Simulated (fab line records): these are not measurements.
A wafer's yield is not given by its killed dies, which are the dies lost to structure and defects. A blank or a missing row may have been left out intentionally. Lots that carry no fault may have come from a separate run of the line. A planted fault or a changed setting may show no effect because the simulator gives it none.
fab line records    flow rit_cmos
[record] lots = 6  wafers = 18  last_day = 7
route steps=202 shown PLDD@121 SPACER@125 NSD@131 M1@202
lots with no fault: from the same line, run without faults
start_h: hours from the record's first day to the start of the lot's first wafer shown    wait_h: hours elapsed since this lot's preceding step    " the same as in the row above    L1.1+2: one row covering several wafers at once    - either no value or no given start    * or withheld: withheld    < > ~ a bound
route shown NAME@n: NAME is a module with steps in the file, n the number in the route of the first one    usual: mean/standard deviation taken from wafers without a fault    same: alike in all rows    chamber/n: place in a boat    sites: the reading at each site    _std_site: standard deviation across them    _edge_site: the outer-site mean with the inner-site mean subtracted    radius_mm: how far each site lies from the wafer's centre    mask NAME#n: copy n    behind: the tool/chamber that last shaped the wafer    hold: why the lot went on hold/how many hours it stayed there/how the hold came to an end    device: the n, p or np transistor that did not switch    end of line: the route-end tests of the same wafers    step lacking rows: just its recipe    killed: at the first sort, the dies lost to defects and structure; wafer yield is something else    map: the dies of a wafer, with x for killed, . for not killed, _ for no die there
set.NAME: the setting as run; set.NAME@STEP: as run at that earlier step    model.NAME: the simulator's own value behind a step, which no gauge read
lots at some steps of the route; a table a step, a row a wafer
services: the hour from which a tool's chamber was out of use, counted from the record's first day as start_h (under 0 if before that day), plus the number of hours and why
[[steps]]
[step RIT_PLDD_HARDBAKE_07]
[recipe] resist = NOVOLAK  temp_c = 140  time_s = 60
[step RIT_PLDD_IMPLANT_08]
[recipe] species = BF2  energy_kev = 20  dose_cm2 = 9e+14  tilt_deg = 7
[step RIT_PLDD_STRIP_09]
[recipe] chemistry = O2  time_s = 180  resist = NOVOLAK  platen_temp_c = withheld  power_w = 500  pressure_mtorr = 4000  o2_flow_sccm = 4000
[usual] drypump_motor_current_A = 5.8/0.35  o2_flow_sccm = 4000/13
lot.wafer  tool             chamber  start_h  wait_h  drypump_motor_current_A  o2_flow_sccm  rf_hours_counter_h
L375.2     plasma_asher-04  1        59.31    0.1     5.8                      3999          45
L375.3     "                1        "        "       5.8                      4013          -
L375.6     "                1        "        "       5.8                      4002          -
L378.4     plasma_asher-02  0        77.69    0.1     5.7                      4018          -
L378.5     "                1        "        "       5.8                      4004          -
L378.6     "                0        "        "       5.7                      4011          -
L381.1     plasma_asher-02  0        90.62    0.1     5.7                      3976          44
L381.2     "                1        "        "       5.8                      3999          44
L381.4     "                0        "        "       5.7                      3966          -
L388.1     plasma_asher-02  1        129.68   0.1     5.7                      4015          2
L388.3     "                1        "        "       5.8                      4004          -
L388.5     "                1        "        "       5.8                      4024          -
L394.1     plasma_asher-04  0        158.74   0.1     6.0                      3990          57
L394.3     "                1        "        "       5.8                      3994          -
L394.5     "                1        "        "       5.8                      3988          -
L395.1     plasma_asher-01  1        162.67   0.1     6.5                      4005          56
L395.3     "                0        "        "       5.2                      3999          -
L395.6     "                1        "        "       6.5                      4017          -
[step RIT_PLDD_TW_MEAS_10]
[usual] PLDD_TW = 2387/13
lot.wafer  tool           chamber  start_h  wait_h  PLDD_TW
L375.2     film_metro-03  -        59.50    0.1     2386
L375.3     "              -        "        "       2373
L375.6     "              -        "        "       2383
L378.4     film_metro-04  -        77.84    0.1     2398
L378.5     "              -        "        "       2400
L378.6     "              -        "        "       2397
L381.1     film_metro-02  -        90.80    0.1     2392
L381.2     "              -        "        "       2383
L381.4     "              -        "        "       2380
L388.1     film_metro-02  -        129.86   0.1     2397
L388.3     "              -        "        "       2395
L388.5     "              -        "        "       2394
L394.1     film_metro-04  -        158.92   0.1     2392
L394.3     "              -        "        "       2399
L394.5     "              -        "        "       2391
L395.1     film_metro-02  -        162.85   0.1     2384
L395.3     "              -        "        "       2388
L395.6     "              -        "        "       2390
[step RIT_SPACER_CLEAN_00]
[recipe] chemistry = SC1  mix = 3:3:50  time_s = 600  temp_c = 75
[step RIT_SPACER_CLEAN_01]
[recipe] chemistry = dHF  dilution = 50:1  time_s = 29.24
[step RIT_SPACER_CLEAN_02]
[recipe] chemistry = SC2  mix = 3:3:50  time_s = 600  temp_c = 75  dry = n2_spin
[step RIT_SPACER_CVD_03]
[recipe] material = Si3N4  target_thk_nm = 250  temp_c = 810  precursor = SiH2Cl2/NH3  time_s = 3300  pressure_mtorr = 300  sih2cl2_flow_sccm = 60  nh3_flow_sccm = 150
[step RIT_SPACER_THK_MEAS_04]
[recipe] reads = Si3N4_of_SPACER_CVD_03
[usual] SPACER_NITRIDE_THK = 249.8/2.1
lot.wafer  tool           chamber  start_h  wait_h  SPACER_NITRIDE_THK[nm]
L375.2     film_metro-03  -        61.84    0.0     247.7
L375.3     "              -        "        "       249.4
L375.6     "              -        "        "       250.1
L378.4     film_metro-02  -        80.21    0.0     251.5
L378.5     "              -        "        "       252.9
L378.6     "              -        "        "       252.0
L381.1     film_metro-02  -        93.14    0.0     249.0
L381.2     "              -        "        "       247.6
L381.4     "              -        "        "       250.7
L388.1     film_metro-02  -        133.17   0.0     249.6
L388.3     "              -        "        "       250.5
L388.5     "              -        "        "       253.2
L394.1     film_metro-02  -        161.28   0.0     250.9
L394.3     "              -        "        "       252.0
L394.5     "              -        "        "       252.3
L395.1     film_metro-03  -        165.20   0.0     251.4
L395.3     "              -        "        "       252.7
L395.6     "              -        "        "       253.2
[step RIT_SPACER_ETCHBACK_05]
[recipe] target_depth_a = 2500  SF6_flow_sccm = 30  CHF3_flow_sccm = 30  target = Si3N4  chemistry = SF6/CHF3  pressure_mtorr = 40  rf_w = 250  time_s = 240  stop_on = SiO2
[usual] drypump_motor_current_A = 5.8/0.39  oes_product_au = 0.850/0.012  throttle_valve_pct = 10.23/0.092
lot.wafer  tool         chamber  start_h  wait_h  drypump_motor_current_A  oes_product_au  rf_hours_counter_h  throttle_valve_pct
L375.2     rie_diel-02  3        61.89    0.0     6.3                      0.847           38                  10.26
L375.3     "            2        "        "       5.9                      0.839           19                  10.35
L375.6     "            1        "        "       5.6                      0.876           -                   10.13
L378.4     rie_diel-01  2        80.24    0.0     5.4                      0.859           2                   10.21
L378.5     "            2        "        "       5.4                      0.860           -                   10.21
L378.6     "            1        "        "       6.2                      0.834           -                   10.15
L381.1     rie_diel-02  3        93.20    0.1     6.3                      0.858           38                  10.27
L381.2     "            0        "        "       5.4                      0.858           92                  10.32
L381.4     "            1        "        "       5.6                      0.877           98                  10.12
L388.1     rie_diel-02  0        133.23   0.1     5.4                      0.861           93                  10.33
L388.3     "            3        "        "       6.3                      0.857           38                  10.26
L388.5     "            1        "        "       5.6                      0.886           -                   10.14
L394.1     rie_diel-04  2        161.34   0.1     6.2                      0.838           6                   10.26
L394.3     "            3        "        "       5.7                      0.852           36                  10.32
L394.5     "            3        "        "       5.7                      0.848           -                   10.32
L395.1     rie_diel-02  2        165.26   0.1     5.9                      0.837           21                  10.38
L395.3     "            0        "        "       5.4                      0.867           93                  10.32
L395.6     "            3        "        "       6.3                      0.868           -                   10.26
[step RIT_NSD_HMDS_00]
[recipe] prime_time_s = 60  prime_temp_c = 140
[step RIT_NSD_COAT_01]
[recipe] resist = NOVOLAK  spin_rpm = 3227  resist_thk_nm = 1000
[step RIT_NSD_SOFTBAKE_02]
[recipe] resist = NOVOLAK  temp_c = 90  time_s = 60
[usual] heater_power_total_W = 34.57/0.053  plate_temp_C = 90.01/0.11
lot.wafer  tool            chamber  start_h  wait_h  heater_power_total_W  plate_temp_C
L375.2     litho_track-02  0        62.37    0.1     34.60                 90.05
L375.3     "               0        "        "       34.58                 90.16
L375.6     "               0        "        "       34.53                 90.07
L378.4     litho_track-02  0        81.01    0.1     35.12                 91.02
L378.5     "               0        "        "       35.09                 91.10
L378.6     "               0        "        "       35.02                 90.85
L381.1     litho_track-02  0        93.65    0.1     35.17                 90.86
L381.2     "               0        "        "       34.95                 90.97
L381.4     "               0        "        "       35.14                 91.10
L388.1     litho_track-01  0        133.68   0.1     34.60                 89.82
L388.3     "               0        "        "       34.57                 89.79
L388.5     "               0        "        "       34.54                 89.96
L394.1     litho_track-04  0        161.79   0.1     34.55                 90.03
L394.3     "               0        "        "       34.61                 90.01
L394.5     "               0        "        "       34.61                 90.01
L395.1     litho_track-01  0        165.71   0.1     34.56                 89.93
L395.3     "               0        "        "       34.57                 90.15
L395.6     "               0        "        "       34.54                 90.12
[step RIT_NSD_EXPOSE_03]
[recipe] mask_id = M9  na = 0.57  target_cd_nm = 40700  dose_mj = 250
[step RIT_M1_PROBE_99]
[usual] killed_at_front_end = 7/3.3  killed_dies = 7/3.3  killed_open = 3.3/1.9  killed_short = 3.6/2.1
[same] gross_dies = 264  killed_at_M0_to_M3 = 0  killed_at_M4_up = 0  killed_at_back_side = 0  killed_at_contacts = 0  killed_at_other = 0
lot.wafer  tool       chamber  start_h  wait_h  killed_at_front_end  killed_dies  killed_open  killed_short
L375.2     prober-02  -        73.44    0.1     9                    9            4            5
L375.3     prober-02  -        73.49    0.2     4                    4            4            0
L375.6     prober-02  -        73.64    0.2     4                    4            2            2
L378.4     prober-01  -        92.00    0.2     1                    1            1            0
L378.5     prober-01  -        92.05    0.2     5                    5            3            2
L378.6     prober-01  -        92.10    0.2     7                    7            3            4
L388.1     prober-01  -        144.35   0.1     4                    4            2            2
L388.3     prober-01  -        144.45   0.2     7                    7            4            3
L388.5     prober-01  -        144.55   0.2     7                    7            2            5
// killed by level:class
L375.2 REOX:geometric_particle:short=2 SILICIDE:geometric_particle:open=2 ACTIVE:geometric_particle:short=1 FOX1:geometric_particle:open=1 FOX2:geometric_particle:open=1 GATE:geometric_particle:short=1 SPACER:geometric_particle:short=1
L375.3 REOX:geometric_particle:open=2 GATE:geometric_particle:open=1 SILICIDE:geometric_particle:open=1
L375.6 FOX2:geometric_particle:open=1 FOX2:geometric_particle:short=1 GATE:geometric_particle:open=1 GATE:geometric_particle:short=1
L378.4 REOX:geometric_particle:open=1
L378.5 FOX1:geometric_particle:open=1 FOX2:geometric_particle:short=1 GATE:geometric_particle:open=1 GATE:geometric_particle:short=1 SPACER:geometric_particle:open=1
L378.6 SPACER:geometric_particle:short=3 FOX1:geometric_particle:short=1 FOX2:geometric_particle:open=1 REOX:geometric_particle:open=1 SPACER:geometric_particle:open=1
L388.1 GATE:geometric_particle:short=2 FOX1:geometric_particle:open=1 GATE:geometric_particle:open=1
L388.3 GATE:geometric_particle:open=2 SPACER:geometric_particle:open=2 GATE:geometric_particle:short=1 REOX:geometric_particle:short=1 SPACER:geometric_particle:short=1
L388.5 GATE:geometric_particle:short=3 SPACER:geometric_particle:open=2 FOX2:geometric_particle:short=1 SILICIDE:geometric_particle:short=1
[[services]]
tool             chamber  start_h  hours  kind
rie_diel-01      0        43.39    5.3    repair
rie_diel-01      1        43.80    5.5    repair
rie_diel-01      3        47.80    8.6    repair
rie_diel-04      2        54.72    5.8    repair
rie_diel-02      3        67.37    15.7   repair
rie_diel-01      1        68.45    7.7    repair
rie_diel-01      2        102.47   12.0   repair
plasma_asher-02  -        108.75   9.0    pm
plasma_asher-02  0        108.75   9.0    vent_cycle
plasma_asher-02  1        108.75   9.0    vent_cycle
plasma_asher-02  0        117.75   -      clean
plasma_asher-02  1        117.75   -      clean
rie_diel-04      -        126.30   2.6    repair
plasma_asher-01  -        129.07   1.5    repair
rie_diel-01      3        141.81   3.2    repair
rie_diel-04      1        146.57   -      clean
rie_diel-04      1        146.57   12.2   scheduled_down
rie_diel-04      1        146.57   12.2   vent_cycle
rie_diel-04      -        149.86   0.8    repair
[[key]]
[first_sign] step = RIT_NSD_SOFTBAKE_02  reading = heater_power_total_W  direction = up  sigmas = 9.6  usual = 34.57  struck = 35.08
[effect] step = RIT_NSD_SOFTBAKE_02  reading = plate_temp_C  direction = up  sigmas = 8.5  usual = *  struck = *
met_at RIT_NSD_SOFTBAKE_02
struck_wafers L378.4,L378.5,L378.6,L381.1,L381.2,L381.4
tester_left_out L378,L381
onset_between 62.37 81.01
[fault] kind = process_parameter_drift  tool = litho_track-02  chamber = -  onset_h = 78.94  steps = RIT_NSD_SOFTBAKE_02  channel = temp_c  offset = *  shape = step  end_h = 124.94  acts_in = *  stated = *
// tester_left_out: of these lots the tester's yield and bins aren't shown, on N5 and GAA mostly nor the transistor test; their killed dies are dies lost to structure and defects alone, not to doping, threshold or leakage, so they don't give the yield
